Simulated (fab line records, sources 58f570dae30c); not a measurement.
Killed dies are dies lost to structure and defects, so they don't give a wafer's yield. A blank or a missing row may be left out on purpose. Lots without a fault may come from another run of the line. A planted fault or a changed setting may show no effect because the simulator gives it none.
Split-lot experiment | flow berkeley_cmos170 | 5 lots, 23 wafers read, on a route of 331 steps

THE SPLIT
At UCB170_PWELL_STRIP_16 (strips in O2), the setting overash_fraction was moved away from the recipe's 0.5 on 4 of the 23 wafers read, by +12.0% to +23.3%. The other wafers ran this setting at the recipe's value.

The reading is taken at the split's own step.

THE READING
oes_product_au, in a.u., at UCB170_PWELL_STRIP_16 (strips in O2). Fault-free wafers of this fab line usually give 0.721 a.u., standard deviation 0.0042 a.u..

wafer  | tool, chamber at the split | overash_fraction as run | against the recipe | oes_product_au, a.u. | against lot-mates on the recipe
L075.1 | plasma_asher-02, 0         | 0.6164                  | +23.3%             | 0.684                | -0.039
L075.2 | plasma_asher-02, 1         | 0.5                     | recipe             | 0.713                | -
L075.3 | plasma_asher-02, 0         | 0.6164                  | +23.3%             | 0.688                | -0.035
L075.4 | plasma_asher-02, 1         | 0.5                     | recipe             | 0.732                | -
L075.5 | plasma_asher-02, 0         | 0.5                     | recipe             | 0.724                | -
L079.1 | plasma_asher-02, 1         | 0.5                     | recipe             | 0.727                | -
L079.2 | plasma_asher-02, 0         | 0.5                     | recipe             | 0.723                | -
L079.3 | plasma_asher-02, 1         | 0.5                     | recipe             | 0.723                | -
L079.4 | plasma_asher-02, 0         | 0.5                     | recipe             | 0.723                | -
L079.6 | plasma_asher-02, 1         | 0.5                     | recipe             | 0.730                | -
L080.2 | plasma_asher-02, 1         | 0.5                     | recipe             | 0.725                | -
L080.3 | plasma_asher-02, 0         | 0.5                     | recipe             | 0.718                | -
L080.4 | plasma_asher-02, 1         | 0.5                     | recipe             | 0.731                | -
L081.1 | plasma_asher-03, 0         | 0.5                     | recipe             | 0.723                | -
L081.3 | plasma_asher-03, 1         | 0.5599                  | +12.0%             | 0.698                | -0.024
L081.4 | plasma_asher-03, 0         | 0.5599                  | +12.0%             | 0.700                | -0.022
L081.5 | plasma_asher-03, 0         | 0.5                     | recipe             | 0.715                | -
L081.6 | plasma_asher-03, 1         | 0.5                     | recipe             | 0.729                | -
L082.1 | plasma_asher-02, 1         | 0.5                     | recipe             | 0.724                | -
L082.2 | plasma_asher-02, 0         | 0.5                     | recipe             | 0.721                | -
L082.4 | plasma_asher-02, 0         | 0.5                     | recipe             | 0.716                | -
L082.5 | plasma_asher-02, 0         | 0.5                     | recipe             | 0.719                | -
L082.6 | plasma_asher-02, 1         | 0.5                     | recipe             | 0.715                | -

THE FIT
A straight line over all 23 wafers: oes_product_au changes by -0.00165 a.u. for each +1% of overash_fraction; r = -0.91; the points scatter about the line by 0.0054 a.u..
The same after taking each lot's own level away (the mean of its wafers on the recipe; 23 wafers): -0.00166 a.u. for each +1%; r = -0.93; scatter 0.0049 a.u..
On that fit, the largest move of overash_fraction shifts the reading by 0.039 a.u..
The lots' own levels span 0.7190 to 0.7252 a.u., that is 1.5 times the standard deviation above.
So the lot-to-lot level changes the slope little: the two slopes agree.
Check: with one of the wafers moved furthest among these (+23.3%) left out of the fit, the line predicts -0.0385 a.u. for it against its lot-mates. It came out at -0.039 a.u. against them.
Tool readings at the split's step, against how far the setting was moved: oes_product_au r = -0.91.

OTHER SPLITS ON THESE WAFERS
These wafers also went through other splits before the reading. Each is held against what the fit with the lots' levels taken away leaves over:
other split on the same wafers     | wafers away from the commonest value | r with oes_product_au (lot level and that fit taken away)
UCB170_START_OXIDATION_02 temp_c   | 15                                   | +0.11
UCB170_ZERO_ETCH_06 over_etch_frac | 12                                   | -0.05
UCB170_NWELL_ETCH_13 time_s        | 7                                    | -0.08
UCB170_PWELL_CVD_05 time_s         | 15                                   | +0.07

THE FILE'S OWN FIT
oes_product_au changes by -0.00168 a.u. for each +1% of overash_fraction, r = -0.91.
